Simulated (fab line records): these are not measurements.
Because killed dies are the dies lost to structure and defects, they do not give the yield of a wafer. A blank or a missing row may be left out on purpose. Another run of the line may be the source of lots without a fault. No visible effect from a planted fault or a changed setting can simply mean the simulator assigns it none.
8D (eight disciplines) problem report, filled in by code + flow berkeleyCmos170 + the parts of the form that need people (team, actions taken, sign-off) are left out

## 1. THE PROBLEM
Mean of oesProductAu at UCB170_M1_STRIP_13: 0.622 a.u. across 3 wafers in 2 lots; on wafers with no fault it is 0.720 a.u. (standard deviation 0.0045). Measured from the usual mean, that is -22 standard deviations.
The step: strips in O2.
Seen first at day 9 22:22 on plasmaAsher-03, wafer L293.1. At this step, 42 wafers from 14 lots have a number in the record. By rule, "out" or "out of limits" means more than 4 standard deviations away from the usual mean. The other wafers with a number count as sound.

## 2. WHAT IT IS, WHAT IT ISN'T
| question                    | is                     | is not                                                                                             |
|-----------------------------|------------------------|----------------------------------------------------------------------------------------------------|
| which readings at this step | oesProductAu           | drypumpMotorCurrentA                                                                               |
| which lots                  | L293, L295             | L279, L280, L281, L282, L283, L288, L290, L291, L297, L298, L299, L302                             |
| which wafers of those lots  | L293.1, L293.4, L295.1 | L293.6, L295.2, L295.5                                                                             |
| read on which tools         | plasmaAsher-03         | plasmaAsher-01, plasmaAsher-04                                                                     |
| when                        | from day 9 22:22       | up to then (22 sound wafers); but 17 sound wafers of L291, L295, L297, L298, L299, L302 came after |

## 3. SUSPECTS, AND WHAT RULES EACH OUT
Counting: if a tool at a process step up to the reading ran every lot that is out, it stays a suspect. Sound lots after the first of them don't rule it out here, since some wafers of a struck lot are sound.
- rieMetal-02 at UCB170_M1_METAL_ETCH_12 (etches Al in Cl2/BCl3, stops on PSG, target depth 780 nm, time 130 s): kept. Ran every lot that is out, first one L293 (day 9 22:14); last sound lot up to then L282 (day 7 11:50).
- plasmaAsher-03 at UCB170_M1_STRIP_13 (strips in O2): kept. Ran every lot that is out, first one L293 (day 9 22:22); last sound lot up to then L288 (day 9 06:28). Out on those wafers are its own readings of oesProductAu.
- At UCB170_M1_METAL_ETCH_12 on rieMetal-02, chamber 0 took the sound wafers of the same lots and chamber 1 took the wafers that are out.
The count leaves plasmaAsher-03 at UCB170_M1_STRIP_13 and rieMetal-02 at UCB170_M1_METAL_ETCH_12.

## 4. THE CAUSE (what the simulator had put in)
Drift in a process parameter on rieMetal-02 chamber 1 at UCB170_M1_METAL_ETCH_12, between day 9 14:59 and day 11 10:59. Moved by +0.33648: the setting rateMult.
Counting left 2 suspects, and this tool is among them.

## 5. SEQUENCE OF EFFECTS, ordered by route
Rows list readings where the struck wafers' mean (over those with a number) sits beyond 3 standard deviations from the usual. Scope: only readings with a usual standard deviation given in the record; hours: median across lots of the time from each lot's start at the first step in this table that gives one to its start at this step; sigmas: change in usual standard deviations.
| hours | step                 | reading      | usual      | on struck wafers | change | sigmas |
|-------|----------------------|--------------|------------|------------------|--------|--------|
| 0     | UCB170_M1_STRIP_13   | oesProductAu | 0.720 a.u. | 0.622            | -0.098 | -22    |
| 0     | UCB170_M1_CD_MEAS_90 | cdNm         | 699.9 nm   | 692.0            | -7.9   | -3.4   |
Its process steps:
- UCB170_M1_STRIP_13: strips in O2.

## 6. WHAT WOULD HAVE CAUGHT IT SOONER
In this record the first reading out of limits was taken at day 9 22:22, 7 hours after the fault began at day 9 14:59.
No tool reading at UCB170_M1_METAL_ETCH_12 that has a usual standard deviation in the record was out on any struck wafer, so an alarm limit of 4 standard deviations on those readings would not have fired.
Among the 2 lots that are out, L295 began UCB170_M1_METAL_ETCH_12 on rieMetal-02 after day 9 22:22. Putting the tool on hold at that point would have spared it.
